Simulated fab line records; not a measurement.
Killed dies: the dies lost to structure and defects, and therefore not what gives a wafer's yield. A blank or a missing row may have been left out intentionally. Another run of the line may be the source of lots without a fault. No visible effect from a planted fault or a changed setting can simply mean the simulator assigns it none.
Problem report, 8D (eight disciplines) form, completed by code || flow berkeley cmos170 || the parts of the form that need people (team, actions taken, sign-off) are left out

## 1. THE PROBLEM
bias w at UCB170_M3_ETCH_17 reads a mean of 109.5 W on 3 wafers of 3 lots; wafers without a fault read 100.0 W with a standard deviation of 0.31. Measured from the usual mean, that is +31 standard deviations.
The step: etches BARC in N2/H2.
Earliest sighting: wafer L391.4 on rie diel-03 at day 10 14:57. At this step, 39 wafers from 15 lots have a number in the record. Rule for "out", or "out of limits": more than 4 standard deviations from the usual mean. The rest of the wafers with a number are treated as sound.

## 2. WHAT IT IS; WHAT IT IS NOT
{"question": "which readings at this step", "is": "bias w", "is not": "oes product au, throttle valve pct"}
{"question": "which lots", "is": "L389, L391, L393", "is not": "L383, L384, L385, L386, L387, L394, L395, L397, L400, L402, L403, L405"}
{"question": "which wafers of those lots", "is": "all that have a number", "is not": "-"}
{"question": "read on which tools", "is": "rie diel-03", "is not": "rie diel-01, rie diel-04"}
{"question": "when", "is": "from day 10 14:57", "is not": "up to then (15 sound wafers); but 21 sound wafers of L394, L395, L397, L400, L402, L403, L405 came after"}

## 3. WHAT RULES OUT EACH SUSPECT
Counting: a tool stays on the suspect list if, at a process step up to the reading, it processed all lots that are out and no sound lot following the first of them.
- rie diel-03 at UCB170_M3_ETCH_17 (etches BARC in N2/H2): ruled out as a lasting fault. Sound lots L403 ran on it after its first lot that is out, L391 (day 10 14:57).
Left after counting: nothing in the record.

## 4. THE CAUSE (what the simulator had put in)
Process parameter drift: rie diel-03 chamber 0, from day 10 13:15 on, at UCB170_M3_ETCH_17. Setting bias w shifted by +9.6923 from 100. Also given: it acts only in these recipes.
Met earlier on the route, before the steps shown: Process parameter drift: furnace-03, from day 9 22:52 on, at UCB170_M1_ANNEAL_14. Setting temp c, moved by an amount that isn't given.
Counting ruled it out, wrongly.

## 5. THE EFFECT CHAIN, in route order
One row per reading whose mean, taken over the struck wafers that have a number, lies over 3 standard deviations from the usual. Readings are gone through only where the record gives a usual standard deviation; hours: the median, over the lots, of the time from a lot's start at the first step in this table giving one to that lot's start at this step; sigmas: the change measured in usual standard deviations.
{"hours": 0, "step": "UCB170_M3_ETCH_17", "reading": "bias w", "usual": "100.0 W", "on struck wafers": 109.5, "change": "+9.5", "sigmas": "+31"}
Its process steps:
- UCB170_M3_ETCH_17: etches BARC in N2/H2.

## 6. WHAT WOULD HAVE CAUGHT IT SOONER
The fault began at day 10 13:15; the first out-of-limits reading in this record came at day 10 14:57, 2 hours later.
